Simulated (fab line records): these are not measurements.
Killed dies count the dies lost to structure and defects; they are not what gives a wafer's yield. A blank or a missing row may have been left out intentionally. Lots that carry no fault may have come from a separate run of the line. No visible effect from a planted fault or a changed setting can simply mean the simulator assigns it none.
Struck lot and sound lot, side by side    flow rit_cmos    43 steps out of a route of 202
Sound: these wafers, L359.2, L359.4, L359.5. Struck: wafers L364.1, L364.6 (left out: L364.5, a lot-mate that was not struck); the cause follows at the end.
Each step with rows lists, per side, the tool, then ch with its chambers, then its first start. Under that, the readings that differ: sound wafers    struck wafers    difference of the means    sigmas: that difference in standard deviations of wafers without a fault.
alike: readings whose means differ by less than 2 such deviations, and words and numbers that are the same on both sides. not compared: withheld readings, readings that some wafer has no value for, bounds like >300 that may hide the same value, and numbers for which the record gives no deviation and whose values overlap.
Wherever a step has rows on one side only, a row that says differs or no value, or a row with sigmas, the two part there. When numbers do not overlap yet have no deviation, they are printed without sigmas and do not part them. A reading that every wafer of one side lacks parts them only if that side has two wafers or more.

first, 2 steps without rows for these wafers: RIT_REOX_CLEAN_02 (cleans in SC2, time 600 s); RIT_REOX_OXIDATION_03 (target thk 25.2 nm, ox time 5580 s).
RIT_REOX_THK_MEAS_04:
  sound on film_metro-03, day 2 16:14; struck on film_metro-02, day 3 17:34
  alike: REOX_OXIDE_THK
then, 2 steps without rows for these wafers: RIT_NLDD_HMDS_00 (prime time 60 s); RIT_NLDD_COAT_01 (resist thk 1000 nm).
RIT_NLDD_SOFTBAKE_02: time 62.18 s.
  sound on litho_track-03 ch 0, day 2 16:38; struck on litho_track-04 ch 0, day 3 17:56
  alike: plate_sensor_t_centre_C, plate_sensor_t_edge_C, resist_line_temp_C
then, 3 steps without rows for these wafers: RIT_NLDD_EXPOSE_03 (exposes mask M7, target cd 40700 nm); RIT_NLDD_PEB_04; RIT_NLDD_DEVELOP_05 (develop time 50 s).
RIT_NLDD_OVL_MEAS_06:
  sound on overlay-02, day 2 17:17; struck on overlay-01, day 3 18:36
  alike: NLDD_OVL
then, 2 steps without rows for these wafers: RIT_NLDD_HARDBAKE_07 (time 60 s); RIT_NLDD_IMPLANT_08.
RIT_NLDD_STRIP_09: strips in O2, time 180 s.
  sound on plasma_asher-02 ch 0, day 2 17:37; struck on plasma_asher-04 ch 0, day 3 18:56
  alike: drypump_motor_current_A
  not compared: rf_hours_counter_h
RIT_NLDD_TW_MEAS_10:
  sound on film_metro-04, day 2 17:48; struck on film_metro-03, day 3 19:07
reading  sound           struck     difference  sigmas
NLDD_TW  2499 2487 2484  2531 2516  +34         +2
then, 6 steps without rows for these wafers: RIT_PLDD_HMDS_00 (prime time 60 s); RIT_PLDD_COAT_01 (resist thk 1000 nm); RIT_PLDD_SOFTBAKE_02 (time 60 s); RIT_PLDD_EXPOSE_03 (exposes mask M8, target cd 40900 nm); RIT_PLDD_PEB_04; RIT_PLDD_DEVELOP_05 (develop time 50 s).
RIT_PLDD_OVL_MEAS_06:
  sound on overlay-01, day 2 18:43; struck on overlay-01, day 3 20:01
  alike: PLDD_OVL
then, 2 steps without rows for these wafers: RIT_PLDD_HARDBAKE_07 (time 60 s); RIT_PLDD_IMPLANT_08.
RIT_PLDD_STRIP_09: strips in O2, time 180 s.
  sound on plasma_asher-03 ch 0,1, day 2 19:02; struck on plasma_asher-03 ch 0, day 3 20:22
  alike: drypump_motor_current_A
  not compared: rf_hours_counter_h
RIT_PLDD_TW_MEAS_10:
  sound on film_metro-04, day 2 19:13; struck on film_metro-04, day 3 20:32
  alike: PLDD_TW
then, 4 steps without rows for these wafers: RIT_SPACER_CLEAN_00 (cleans in SC1, time 600 s); RIT_SPACER_CLEAN_01 (cleans in dHF, time 30 s); RIT_SPACER_CLEAN_02 (cleans in SC2, time 600 s); RIT_SPACER_CVD_03 (deposits Si3N4 from SiH2Cl2/NH3, target thk 250 nm, time 3300 s).
RIT_SPACER_THK_MEAS_04:
  sound on film_metro-03, day 2 21:34; struck on film_metro-02, day 3 22:54
  alike: SPACER_NITRIDE_THK
RIT_SPACER_ETCHBACK_05: etches Si3N4 in SF6/CHF3, stops on SiO2, target depth 250 nm, time 240 s.
  sound on rie_diel-04 ch 1,2,3, day 2 21:37; struck on rie_diel-04 ch 0,2, day 3 22:58
  alike: drypump_motor_current_A, oes_product_au, throttle_valve_pct
  not compared: rf_hours_counter_h
then, 6 steps without rows for these wafers: RIT_NSD_HMDS_00 (prime time 60 s); RIT_NSD_COAT_01 (resist thk 1000 nm); RIT_NSD_SOFTBAKE_02 (time 60 s); RIT_NSD_EXPOSE_03 (exposes mask M9, target cd 40700 nm); RIT_NSD_PEB_04; RIT_NSD_DEVELOP_05 (develop time 50 s).
RIT_NSD_OVL_MEAS_06:
  sound on overlay-01, day 2 22:50; struck on overlay-02, day 4 00:08
  alike: NSD_OVL
then, 2 steps without rows for these wafers: RIT_NSD_HARDBAKE_07 (time 60 s); RIT_NSD_IMPLANT_08.
RIT_NSD_STRIP_09: strips in O2, time 180 s.
  sound on plasma_asher-01 ch 0,1, day 2 23:11; struck on plasma_asher-01 ch 1, day 4 00:28
  alike: drypump_motor_current_A
  not compared: rf_hours_counter_h
RIT_NSD_TW_MEAS_10:
  sound on film_metro-01, day 2 23:22; struck on film_metro-04, day 4 00:38
  alike: NSD_TW
RIT_M1_PROBE_99:
  sound on prober-02, day 3 09:00; struck on prober-02, day 4 09:55
reading              sound    struck  difference  sigmas
killed_at_front_end  15 6 11  32 45   +28         +9
killed_dies          15 6 12  32 45   +28         +9
killed_on_rim        2 0 2    10 13   +10         +7
  alike: killed_at_M0_to_M3, killed_at_contacts, killed_open, killed_short

## WHERE THEY PART
First at RIT_NLDD_TW_MEAS_10; last, within this record, at RIT_M1_PROBE_99.

WHY: the cause the simulator had injected
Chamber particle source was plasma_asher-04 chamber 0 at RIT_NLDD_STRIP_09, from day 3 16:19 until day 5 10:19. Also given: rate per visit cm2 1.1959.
